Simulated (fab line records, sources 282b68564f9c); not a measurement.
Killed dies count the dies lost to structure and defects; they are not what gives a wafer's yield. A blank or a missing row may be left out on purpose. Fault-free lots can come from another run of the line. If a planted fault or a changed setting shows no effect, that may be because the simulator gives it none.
Which tool is to blame? ; flow ritCmos ; 15 lots, 45 wafers sampled, at 2 steps of a route of 202

## WHAT THE GAUGES SHOWED, per wafer
The record holds no reading of a measuring or inspecting step that can be judged against a usual standard deviation.

## TOOL THAT RAN EACH LOT (tool first, then ch and the chambers of the sampled wafers, then the start)
lot;RIT_FOX1_WET_ETCH_02;RIT_M1_PROBE_99
L858;wetBench-03 ch 2, day 1 17:03;-
L859;wetBench-04 ch 1, day 1 23:52;-
L860;wetBench-04 ch 2, day 2 05:20;-
L861;wetBench-02 ch 1, day 2 09:08;-
L863;wetBench-04 ch 0, day 2 20:01;-
L865;wetBench-03 ch 3, day 3 06:13;-
L866;wetBench-03 ch 1, day 3 10:52;prober-01, day 5 05:48
L867;wetBench-03 ch 3, day 3 15:48;-
L872;wetBench-04 ch 0, day 4 16:00;-
L874;wetBench-02 ch 1, day 5 01:43;prober-02, day 6 22:54
L875;wetBench-02 ch 0, day 5 07:08;-
L876;wetBench-02 ch 3, day 5 13:37;-
L877;wetBench-02 ch 3, day 5 17:04;-
L878;wetBench-03 ch 0, day 5 23:34;-
L881;wetBench-02 ch 0, day 6 12:38;-
- RIT_FOX1_WET_ETCH_02: etches SiO2 in BOE, target depth 350 nm, time 382 s.
- RIT_M1_PROBE_99

## AS READ BY THE TOOLS THEMSELVES (means over the sampled wafers that have a number; for cases with no such wafer, the mark the record gives instead)
RIT_FOX1_WET_ETCH_02. Usual: bathHeatDutyPct 1.7 %, standard deviation 0.4; runLengthS 415.4 s, standard deviation 1.1; tempC 21.50 C, standard deviation 0.1.
lot;tool;bathHeatDutyPct (%);runLengthS (s);tempC (C);flag
L858;wetBench-03;1.9;416.1;21.54;
L859;wetBench-04;2.0;415.3;21.72;
L860;wetBench-04;1.8;415.0;21.54;
L861;wetBench-02;1.6;415.6;21.36;
L863;wetBench-04;1.4;416.1;21.42;
L865;wetBench-03;-;-;-;OFF
L866;wetBench-03;-;-;-;OFF
L867;wetBench-03;-;-;-;OFF
L872;wetBench-04;1.2;416.8;21.58;
L874;wetBench-02;1.8;416.3;21.52;
L875;wetBench-02;1.9;413.8;21.47;
L876;wetBench-02;2.0;414.1;21.44;
L877;wetBench-02;1.8;413.5;21.57;
L878;wetBench-03;1.6;416.4;21.45;
L881;wetBench-02;1.7;415.1;21.38;

RIT_M1_PROBE_99. Usual: killed_at_M0_to_M3 0.0, standard deviation 0.12; killedAtContacts 0.1, standard deviation 0.25; killedAtFrontEnd 6.3, standard deviation 2.9; killedDies 6.4, standard deviation 2.8; killedOpen 3.3, standard deviation 2; killedShort 3.1, standard deviation 2.
lot;tool;killed_at_M0_to_M3;killedAtContacts;killedAtFrontEnd;killedDies;killedOpen;killedShort;flag
L866;prober-01;0.0;0.3;9.7;10.0;5.3;4.7;
L874;prober-02;0.0;0.3;4.3;4.7;3.7;1.0;

## THE ANSWER, worked out from the rows above alone
Rule: lot off if the mean of its wafers having a number is beyond 3 standard deviations from the usual mean. Also off: a lot with no number at a reading for which 4 or more lots have one. Any other lot the step has rows for is counted as sound. Order of review: gauges by route order, followed by the tools' own readings, for which a lot's mean as printed above is used. At the first step where some lot is off, the reading lying furthest off is the one used; lots without a number count as furthest.
Off: L865, L866, L867, at RIT_FOX1_WET_ETCH_02 (bathHeatDutyPct). Without a number there: L865, L866, L867.
A tool fits if, at that step or a process step before it, it ran every lot that is off, and no sound lot after the first of them. No candidate that was tried fits.

## WHAT THE SIMULATOR PUT IN
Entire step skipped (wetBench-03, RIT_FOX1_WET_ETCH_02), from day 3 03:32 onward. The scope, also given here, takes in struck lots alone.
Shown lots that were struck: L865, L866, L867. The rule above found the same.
